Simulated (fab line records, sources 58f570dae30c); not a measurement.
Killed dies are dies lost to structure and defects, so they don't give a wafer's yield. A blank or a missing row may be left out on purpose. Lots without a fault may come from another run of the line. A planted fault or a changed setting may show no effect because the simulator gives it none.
Which tool did it? | flow berkeley_cmos170 | 14 lots, 42 wafers sampled, at 6 steps of a route of 331

WHAT THE GAUGES READ, wafer by wafer
UCB170_PWELL_OVL_MEAS_13.
lot  | measured    | on         | PWELL_OVL (nm)
L684 | day 2 22:10 | overlay-01 | -7 -6 3
L685 | day 3 05:23 | overlay-01 | -4 1 1
L687 | day 3 13:40 | overlay-01 | 0 8 0
L688 | day 3 18:52 | overlay-02 | 3 2 -9
L689 | day 4 00:11 | overlay-02 | 0 -2 2
L692 | day 4 18:14 | overlay-02 | -3 -3 -9
L695 | day 5 05:46 | overlay-01 | -3 -11 -2
L696 | day 5 13:56 | overlay-02 | 5 0 -6
L698 | day 5 20:53 | overlay-01 | -8 0 2
L699 | day 6 03:13 | overlay-02 | 4 3 -3
L701 | day 6 10:53 | overlay-02 | -1 -7 0
L702 | day 6 19:32 | overlay-01 | -5 -8 -4
L704 | day 7 04:14 | overlay-01 | -7 -14 -6
L706 | day 7 08:59 | overlay-02 | 2 -1 6

UCB170_PLDD_TW_MEAS_11.
lot  | measured     | on            | PLDD_TW
L684 | day 6 08:07  | film_metro-03 | 1009 1005 1009
L685 | day 6 07:50  | film_metro-04 | 1021 1017 1016
L687 | day 6 21:52  | film_metro-03 | 1008 1002 1010
L688 | day 6 22:17  | film_metro-04 | 1015 1017 1014
L689 | day 7 04:46  | film_metro-03 | 1006 1001 1012
L692 | day 8 00:53  | film_metro-02 | 991 1000 991
L695 | day 8 05:02  | film_metro-04 | 1057 1053 1059
L696 | day 8 10:31  | film_metro-03 | 1054 1046 1054
L698 | day 9 01:00  | film_metro-03 | 1006 1013 1010
L699 | day 9 06:13  | film_metro-04 | 1014 1014 1017
L701 | day 9 05:37  | film_metro-03 | 1006 1016 1007
L702 | day 9 19:02  | film_metro-03 | 1011 1012 1011
L704 | day 10 04:29 | film_metro-03 | 1005 1010 1007
L706 | day 10 16:37 | film_metro-04 | 1011 1007 1006

UCB170_PSD_CD_MEAS_06: target cd 1200 nm.
lot  | measured     | on        | cd_nm (nm)
L684 | day 6 15:33  | cd_sem-01 | 1199.6 1200.5 1197.8
L685 | day 6 15:25  | cd_sem-01 | 1200.2 1199.5 1199.0
L687 | day 7 04:02  | cd_sem-01 | 1200.4 1199.9 1200.4
L688 | day 7 04:20  | cd_sem-02 | 1199.4 1200.2 1199.6
L689 | day 7 12:35  | cd_sem-01 | 1199.7 1200.9 1199.8
L692 | day 8 09:26  | cd_sem-02 | 1199.9 1200.1 1199.3
L695 | day 8 11:58  | cd_sem-02 | 1202.6 1201.6 1203.4
L696 | day 8 18:57  | cd_sem-02 | 1200.0 1198.5 1199.8
L698 | day 9 10:13  | cd_sem-01 | 1198.7 1199.8 1198.4
L699 | day 9 15:28  | cd_sem-02 | 1202.3 1202.6 1201.7
L701 | day 9 15:23  | cd_sem-01 | 1199.6 1200.6 1200.1
L702 | day 10 01:49 | cd_sem-01 | 1200.4 1199.5 1199.6
L704 | day 10 13:28 | cd_sem-01 | 1202.5 1202.0 1201.3
L706 | day 11 01:35 | cd_sem-02 | 1200.9 1202.6 1202.3

UCB170_SDANNEAL_RS_MEAS_04: measures by four-point-probe.
lot  | measured     | on            | PLDD_RS (ohm/sq)
L684 | day 6 19:44  | film_metro-04 | 1033.9 1031.6 1031.5
L685 | day 6 19:01  | film_metro-03 | 1032.5 1031.7 1033.1
L687 | day 7 07:33  | film_metro-04 | 1031.5 1029.7 1029.4
L688 | day 7 07:45  | film_metro-03 | 1036.6 1036.1 1036.5
L689 | day 7 17:17  | film_metro-03 | 1034.9 1033.6 1032.1
L692 | day 8 14:07  | film_metro-02 | 1030.0 1029.7 1029.8
L695 | day 8 15:59  | film_metro-02 | 928.5 925.9 925.1
L696 | day 8 22:35  | film_metro-03 | 923.1 921.6 921.1
L698 | day 9 13:46  | film_metro-03 | 1038.4 1034.1 1032.6
L699 | day 9 19:43  | film_metro-04 | 1030.8 1031.7 1030.8
L701 | day 9 19:34  | film_metro-02 | 1029.6 1028.4 1031.3
L702 | day 10 06:08 | film_metro-02 | 1028.6 1030.9 1030.2
L704 | day 10 19:09 | film_metro-03 | 1032.5 1032.0 1033.9
L706 | day 11 05:07 | film_metro-03 | 1030.2 1031.6 1032.3

WHICH TOOL RAN EACH LOT (tool, then ch and the chambers of the sampled wafers, then the start)
lot  | UCB170_GATE_STRIP_16                 | UCB170_PLDD_IMPLANT_08
L684 | plasma_asher-02 ch 1, day 6 06:04    | implanter-04 ch 0, day 6 07:44
L685 | plasma_asher-04 ch 0,1, day 6 05:53  | implanter-02 ch 0, day 6 07:27
L687 | plasma_asher-02 ch 0,1, day 6 19:56  | implanter-04 ch 0, day 6 21:28
L688 | plasma_asher-04 ch 0,1, day 6 20:08  | implanter-02 ch 0, day 6 21:53
L689 | plasma_asher-02 ch 0,1, day 7 02:30  | implanter-02 ch 0, day 7 04:23
L692 | plasma_asher-02 ch 0,1, day 7 22:44  | implanter-02 ch 0, day 8 00:31
L695 | plasma_asher-03 ch 0,1, day 8 02:58  | implanter-04 ch 0, day 8 04:38
L696 | plasma_asher-04 ch 0, day 8 07:43    | implanter-04 ch 0, day 8 10:07
L698 | plasma_asher-04 ch 0,1, day 8 22:50  | implanter-02 ch 0, day 9 00:37
L699 | plasma_asher-04 ch 0,1, day 9 01:05  | implanter-02 ch 0, day 9 05:49
L701 | plasma_asher-03 ch 0,1, day 9 00:57  | implanter-02 ch 0, day 9 05:13
L702 | plasma_asher-04 ch 0, day 9 16:21    | implanter-02 ch 0, day 9 18:36
L704 | plasma_asher-04 ch 1, day 10 02:20   | implanter-02 ch 0, day 10 04:05
L706 | plasma_asher-02 ch 0,1, day 10 13:31 | implanter-02 ch 0, day 10 16:14
- UCB170_GATE_STRIP_16: strips in O2.
- UCB170_PLDD_IMPLANT_08

WHAT THE TOOLS THEMSELVES READ (means of the sampled wafers that have a number; where no wafer has one, the mark that the record gives instead)
UCB170_GATE_STRIP_16.
lot  | tool            | drypump_motor_current_A (A) | oes_product_au (a.u.)
L684 | plasma_asher-02 | 5.0                         | 0.727
L685 | plasma_asher-04 | 5.7                         | 0.727
L687 | plasma_asher-02 | 5.5                         | 0.722
L688 | plasma_asher-04 | 5.7                         | 0.729
L689 | plasma_asher-02 | 5.3                         | 0.728
L692 | plasma_asher-02 | 5.5                         | 0.722
L695 | plasma_asher-03 | 5.6                         | 0.726
L696 | plasma_asher-04 | 5.4                         | 0.721
L698 | plasma_asher-04 | 5.9                         | 0.723
L699 | plasma_asher-04 | 5.7                         | 0.727
L701 | plasma_asher-03 | 5.5                         | 0.725
L702 | plasma_asher-04 | 5.5                         | 0.721
L704 | plasma_asher-04 | 6.1                         | 0.722
L706 | plasma_asher-02 | 5.3                         | 0.724

UCB170_PLDD_IMPLANT_08.
lot  | tool         | beam_on_s (s) | dose_ions_cm2
L684 | implanter-04 | 10.21         | 5e+13
L685 | implanter-02 | 9.90          | 5e+13
L687 | implanter-04 | 10.17         | 5e+13
L688 | implanter-02 | 9.94          | 5e+13
L689 | implanter-02 | 9.93          | 5e+13
L692 | implanter-02 | 10.09         | 5e+13
L695 | implanter-04 | 12.98         | 7e+13
L696 | implanter-04 | 12.92         | 6e+13
L698 | implanter-02 | 10.05         | 5e+13
L699 | implanter-02 | 9.80          | 5e+13
L701 | implanter-02 | 9.91          | 5e+13
L702 | implanter-02 | 10.08         | 5e+13
L704 | implanter-02 | 9.98          | 5e+13
L706 | implanter-02 | 9.87          | 5e+13

THE ANSWER, worked out from the rows above alone
Rule: what is usual is taken from the lots themselves. Put in order of their means at a reading, lots are off if they are a third of the lots or fewer, leave a main group of 4 or more, and stand apart from it by a gap of 3 or more times the standard deviation of the main group's means; of several such gaps the widest counts. A main group whose means are all the same, to the digits that the tables above print for the reading, isn't used. A lot without any number at a reading at which 4 lots or more have one is off too. The other lots that the step has rows for count as sound. The gauges are gone through in route order, then the tools' own readings, and for those a lot's mean is taken as printed above. The first step at which some lot is off is used, and at that step the reading that is off furthest; a lot without a number counts as furthest.
Off: L695, L696, at UCB170_PLDD_TW_MEAS_11 (PLDD_TW). The main group: mean 1009, standard deviation 5.8.
A tool fits if, at a process step before that reading, it ran every lot that is off, and no sound lot after the first of them. The gauges at UCB170_PLDD_TW_MEAS_11 aren't tried: what is off there is off at UCB170_PLDD_IMPLANT_08 too, on other tools, and a gauge's error can't cause that. One fits: implanter-04 at UCB170_PLDD_IMPLANT_08. Its last sound lot is L687 (day 6 21:28), its first lot that is off L695 (day 8 04:38): a fault that began between those two fits.
The tool's own readings at UCB170_PLDD_IMPLANT_08 bear it out: on the lots that are off they differ by more than 5 times the standard deviation of the sound lots' means. beam_on_s reads 12.95 s there against 9.99 s on the sound lots; dose_ions_cm2 reads 6e+13 there against 5e+13 on the sound lots.

WHAT THE SIMULATOR HAD PUT IN
Process parameter drift: implanter-04, from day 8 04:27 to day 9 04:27, at UCB170_PLDD_IMPLANT_08. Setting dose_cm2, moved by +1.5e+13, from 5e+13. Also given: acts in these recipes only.
Lots struck among those shown: L695, L696. The rule above found the same.
